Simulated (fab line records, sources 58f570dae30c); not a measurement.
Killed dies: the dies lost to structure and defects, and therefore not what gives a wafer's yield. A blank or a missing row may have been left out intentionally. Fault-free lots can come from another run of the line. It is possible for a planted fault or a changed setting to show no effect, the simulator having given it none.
Which of the tools did it? :: flow berkeleyCmos170 :: 42 wafers from 14 lots sampled at 2 of the route's 331 steps

== WHAT THE GAUGES SHOWED, per wafer ==
UCB170_V1_THK_MEAS_04.
lot: L640
measured: day 7 14:29
on: filmMetro-03
V1_POLISHED_THK (nm): 1000.5 997.7 997.9

lot: L641
measured: day 7 14:29
on: filmMetro-02
V1_POLISHED_THK (nm): 1001.3 1001.1 1001.8

lot: L642
measured: day 7 16:53
on: filmMetro-02
V1_POLISHED_THK (nm): 1001.2 1002.5 1001.4

lot: L644
measured: day 8 09:02
on: filmMetro-03
V1_POLISHED_THK (nm): 998.2 999.7 1000.6

lot: L646
measured: day 8 14:46
on: filmMetro-01
V1_POLISHED_THK (nm): 1000.4 998.8 998.7

lot: L648
measured: day 8 18:34
on: filmMetro-03
V1_POLISHED_THK (nm): 1000.5 1001.2 1000.2

lot: L649
measured: day 9 07:33
on: filmMetro-03
V1_POLISHED_THK (nm): 1001.3 1000.3 1000.6

lot: L650
measured: day 9 07:34
on: filmMetro-01
V1_POLISHED_THK (nm): 1001.1 1000.5 1000.9

lot: L654
measured: day 10 09:41
on: filmMetro-03
V1_POLISHED_THK (nm): 1000.3 1001.0 1000.0

lot: L658
measured: day 10 16:19
on: filmMetro-02
V1_POLISHED_THK (nm): 1001.0 997.3 999.2

lot: L659
measured: day 10 16:19
on: filmMetro-03
V1_POLISHED_THK (nm): 1000.1 1001.2 1001.8

lot: L657
measured: day 10 23:47
on: filmMetro-01
V1_POLISHED_THK (nm): 998.7 997.6 999.3

lot: L660
measured: day 11 13:11
on: filmMetro-01
V1_POLISHED_THK (nm): 1001.0 1001.1 1001.0

lot: L663
measured: day 12 01:37
on: filmMetro-01
V1_POLISHED_THK (nm): 1000.9 999.8 1000.5

UCB170_M2_OVL_MEAS_16.
lot: L640
measured: day 7 20:09
on: overlay-02
M2_OVL (nm): -1 -2 -1

lot: L641
measured: day 7 19:48
on: overlay-02
M2_OVL (nm): 2 6 6

lot: L642
measured: day 7 23:26
on: overlay-01
M2_OVL (nm): -4 4 -3

lot: L644
measured: day 8 12:56
on: overlay-02
M2_OVL (nm): 3 0 -1

lot: L646
measured: day 8 19:19
on: overlay-02
M2_OVL (nm): -3 -11 0

lot: L648
measured: day 8 22:46
on: overlay-01
M2_OVL (nm): 1 4 -2

lot: L649
measured: day 9 13:01
on: overlay-02
M2_OVL (nm): -4 -4 -8

lot: L650
measured: day 9 12:47
on: overlay-01
M2_OVL (nm): 8 1 -1

lot: L654
measured: day 10 14:09
on: overlay-02
M2_OVL (nm): 4 14 3

lot: L658
measured: day 10 22:22
on: overlay-02
M2_OVL (nm): 16 7 16

lot: L659
measured: day 10 22:28
on: overlay-01
M2_OVL (nm): 11 6 5

lot: L657
measured: day 11 04:42
on: overlay-02
M2_OVL (nm): 1 -4 -5

lot: L660
measured: day 11 18:13
on: overlay-02
M2_OVL (nm): -11 -6 -7

lot: L663
measured: day 12 06:58
on: overlay-01
M2_OVL (nm): -2 -4 -1

== WHAT TOOL EACH LOT RAN ON (gives the tool, then ch and the chambers of the sampled wafers, and finally the start) ==
There is no process step in the record ahead of these readings.

== AS READ BY THE TOOLS THEMSELVES (means over the sampled wafers that have a number; for cases with no such wafer, the mark the record gives instead) ==
The record holds no such reading with a usual standard deviation.

== THE ANSWER, worked out from the rows above alone ==
Rule: the usual values come from the lots themselves. The widest of any qualifying gaps counts: lots, ordered by their means at a reading, are off when they make up no more than a third of the lots, leave a main group of 4 or more, and stand apart from it by 3 or more times the standard deviation of that group's means. A main group whose means are all the same, to the digits that the tables above print for the reading, isn't used. A lot without any number at a reading at which 4 lots or more have one is off too. Where the step has rows for the other lots, those lots are counted as sound. Order of review: gauges by route order, followed by the tools' own readings, for which a lot's mean as printed above is used. At the first step where some lot is off, the reading lying furthest off is the one used; lots without a number count as furthest.
No lot is off on any of the readings shown, so nothing can be concluded from this.

== WHAT WAS PUT IN BY THE SIMULATOR ==
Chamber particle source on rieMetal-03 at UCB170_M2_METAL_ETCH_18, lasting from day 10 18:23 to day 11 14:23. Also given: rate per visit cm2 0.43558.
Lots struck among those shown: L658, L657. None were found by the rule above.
